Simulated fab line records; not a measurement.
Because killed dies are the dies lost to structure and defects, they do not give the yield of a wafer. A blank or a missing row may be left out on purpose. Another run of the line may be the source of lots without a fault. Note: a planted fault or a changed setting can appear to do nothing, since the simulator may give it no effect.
Lot-split experiment -- flow rit cmos -- 5 lots, 23 wafers read, on a route of 202 steps

## ABOUT THE SPLIT
At RIT_NWELL_IMPLANT_08, the setting energy kev was moved away from the recipe's 170 on 8 of the 23 wafers read, by -4.1% to +1.6%. The other wafers ran this setting at the recipe's value.

The reading is taken at the split's own step.

## THE READING
In nm, at RIT_NWELL_IMPLANT_08: implant.drp nm, which is the simulator's own figure and was read by no gauge. The file gives no usual value for it.

wafer,"tool, chamber at the split",energy kev as run,against the recipe,"implant.drp nm, nm",against lot-mates on the recipe
L074.1,"implanter-03, 0",170,recipe,68.82,-
L074.3,"implanter-03, 0",170,recipe,68.82,-
L074.4,"implanter-03, 0",170,recipe,68.82,-
L074.2,"implanter-03, 0",165.4,-2.7%,67.45,-1.37
L074.5,"implanter-03, 0",165.4,-2.7%,67.45,-1.37
L075.1,"implanter-04, 0",170,recipe,68.82,-
L075.2,"implanter-04, 0",170,recipe,68.82,-
L075.4,"implanter-04, 0",170,recipe,68.82,-
L075.5,"implanter-04, 0",170,recipe,68.82,-
L075.6,"implanter-04, 0",170,recipe,68.82,-
L076.2,"implanter-03, 0",163,-4.1%,66.73,-2.09
L076.5,"implanter-03, 0",163,-4.1%,66.73,-2.09
L076.6,"implanter-03, 0",163,-4.1%,66.73,-2.09
L076.3,"implanter-03, 0",170,recipe,68.82,-
L076.4,"implanter-03, 0",170,recipe,68.82,-
L080.1,"implanter-04, 0",170,recipe,68.82,-
L080.2,"implanter-04, 0",170,recipe,68.82,-
L080.4,"implanter-04, 0",170,recipe,68.82,-
L084.1,"implanter-03, 0",170,recipe,68.82,-
L084.6,"implanter-03, 0",170,recipe,68.82,-
L084.2,"implanter-03, 0",172.8,+1.6%,69.67,+0.85
L084.4,"implanter-03, 0",172.8,+1.6%,69.67,+0.85
L084.5,"implanter-03, 0",172.8,+1.6%,69.67,+0.85

FIT RESULTS
A straight line over all 23 wafers: implant.drp nm changes by +0.509 nm for each +1% of energy kev; r = +1.00; the points scatter about the line by 0.0045 nm.
The same after taking each lot's own level away (the mean of its wafers on the recipe; 23 wafers): +0.509 nm for each +1%; r = +1.00; scatter 0.0045 nm.
Per that fit: largest energy kev move, reading shift of 2.1 nm.
The lots' own levels span 68.820 to 68.820 nm.
Consequently the slope shifts little with the lot-to-lot level, the two slopes agreeing.
Check: for one of the wafers moved furthest among these (-4.1%), held out of the fit, the line's prediction against its lot-mates is -2.09 nm. Against them it came out at -2.09 nm.

## THE OTHER SPLITS THESE WAFERS WENT THROUGH
These wafers also went through other splits before the reading. Each is held against what the fit with the lots' levels taken away leaves over:
other split on the same wafers,wafers away from the commonest value,r with implant.drp nm (lot level and that fit taken away)
RIT_ACTIVE_OXIDATION_01 temp c,15,+0.51
RIT_ACTIVE_EXPOSE_08 dose mj,8,+0.06
RIT_ACTIVE_ETCH_13 time s,6,+0.11
RIT_FOX1_OXIDATION_00 ox time s,15,-0.33

## THE WHOLE CHAIN: every reading that the file lists as answering this split, in the file's order
step,what it does,reading,change (the file's fit),r (the file's)
RIT_NWELL_IMPLANT_08,,"implant.rp nm (the simulator's own value, which no gauge read)",+2.14 nm for each +1% of the setting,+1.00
RIT_NWELL_IMPLANT_08,,"implant.drp nm (the simulator's own value, which no gauge read)",+0.509 nm for each +1% of the setting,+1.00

## THE FILE'S OWN FIT
implant.drp nm changes by +0.509 nm for each +1% of energy kev, r = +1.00.
